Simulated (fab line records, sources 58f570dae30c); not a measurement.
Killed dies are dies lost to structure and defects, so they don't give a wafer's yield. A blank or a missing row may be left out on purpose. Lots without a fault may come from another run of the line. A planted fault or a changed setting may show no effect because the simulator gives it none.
Tool commonality check | flow berkeley_cmos170 | 14 lots, 42 wafers sampled

WHY IT WAS OPENED
At UCB170_ACTIVE_THK_MEAS_06 the reading ACTIVE_NITRIDE_THK is flagged on 2 of 14 lots. Wafers without a fault read 219.0 nm, standard deviation 2.1.
Rule: a lot is flagged when every wafer of it that has a number lies more than 4 standard deviations from that mean, or none has a number. The other lots count as sound.

lot  | measured    | on            | ACTIVE_NITRIDE_THK (nm), wafer by wafer | flag
L352 | day 4 05:11 | film_metro-03 | 223.7 223.2 223.6                       |
L353 | day 4 08:59 | film_metro-04 | 219.3 218.4 219.5                       |
L354 | day 4 08:59 | film_metro-02 | 217.7 217.2 217.2                       |
L355 | day 4 16:43 | film_metro-03 | 158.7 161.6 161.6                       | FLAGGED
L356 | day 4 16:44 | film_metro-02 | 159.6 159.0 158.9                       | FLAGGED
L367 | day 7 05:59 | film_metro-02 | 218.9 219.1 219.2                       |
L368 | day 7 13:17 | film_metro-03 | 218.3 220.2 218.5                       |
L369 | day 7 13:17 | film_metro-02 | 218.1 217.1 216.4                       |
L372 | day 8 03:54 | film_metro-04 | 217.1 216.7 217.2                       |
L371 | day 8 03:55 | film_metro-03 | 214.1 215.0 214.1                       |
L370 | day 8 03:55 | film_metro-02 | 217.6 216.4 217.8                       |
L373 | day 8 13:08 | film_metro-03 | 217.2 219.2 218.7                       |
L374 | day 8 18:44 | film_metro-02 | 219.5 218.9 218.4                       |
L375 | day 9 06:34 | film_metro-04 | 216.0 217.5 217.5                       |
The numbers of the flagged lots are 159.9 nm on average: -59.1 nm against the usual, or -28 standard deviations.

WHICH TOOL RAN EACH LOT
The record holds 1 process step before the reading, out of a route of 331 steps. In each cell: the tool, then ch and the chambers that the sampled wafers went through, then the start.
lot  | flag    | UCB170_ACTIVE_CVD_05
L352 |         | lpcvd-01 ch 0, day 4 03:13
L353 |         | lpcvd-01 ch 1, day 4 07:04
L354 |         | lpcvd-01 ch 1, day 4 07:04
L355 | FLAGGED | lpcvd-01 ch 1, day 4 14:48
L356 | FLAGGED | lpcvd-01 ch 0, day 4 14:48
L367 |         | lpcvd-02 ch 1, day 7 03:06
L368 |         | lpcvd-02 ch 0, day 7 10:24
L369 |         | lpcvd-02 ch 1, day 7 10:24
L372 |         | lpcvd-02 ch 1, day 8 01:01
L371 |         | lpcvd-02 ch 1, day 8 01:01
L370 |         | lpcvd-02 ch 1, day 8 01:01
L373 |         | lpcvd-02 ch 0, day 8 10:16
L374 |         | lpcvd-02 ch 0, day 8 15:52
L375 |         | lpcvd-02 ch 1, day 9 03:40
What these steps do:
- UCB170_ACTIVE_CVD_05: deposits Si3N4 from SiH2Cl2/NH3, target thk 220 nm, time 3300 s.
- UCB170_ACTIVE_THK_MEAS_06

FLAGGED OVER TOTAL, TOOL BY TOOL (the gauges that took the reading come last)
step                      | tool          | lots run | flagged | share of the flagged lots | sound lots run after its first flagged lot
UCB170_ACTIVE_CVD_05      | lpcvd-01      | 5        | 2       | all                       | 0
UCB170_ACTIVE_CVD_05      | lpcvd-02      | 9        | 0       | none                      | -
UCB170_ACTIVE_THK_MEAS_06 | film_metro-02 | 6        | 1       | some                      | 4 (L367,L369,L370,L374)
UCB170_ACTIVE_THK_MEAS_06 | film_metro-03 | 5        | 1       | some                      | 3 (L368,L371,L373)
UCB170_ACTIVE_THK_MEAS_06 | film_metro-04 | 3        | 0       | none                      | -

WHAT THE TABLE ALLOWS
1 row of the table ran every flagged lot: lpcvd-01 at UCB170_ACTIVE_CVD_05.
- lpcvd-01 at UCB170_ACTIVE_CVD_05: 2 of its 5 lots flagged. Its last sound lot is L353 (day 4 07:04), its first flagged lot L355 (day 4 14:48): a fault that began between those two fits.
One tool is left: lpcvd-01 at UCB170_ACTIVE_CVD_05.

WHAT THE SIMULATOR HAD PUT IN
Process parameter drift: lpcvd-01, from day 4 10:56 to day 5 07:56, at UCB170_ACTIVE_CVD_05. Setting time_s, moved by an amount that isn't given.
Lots struck among those shown: L355, L356. The rule above found the same.
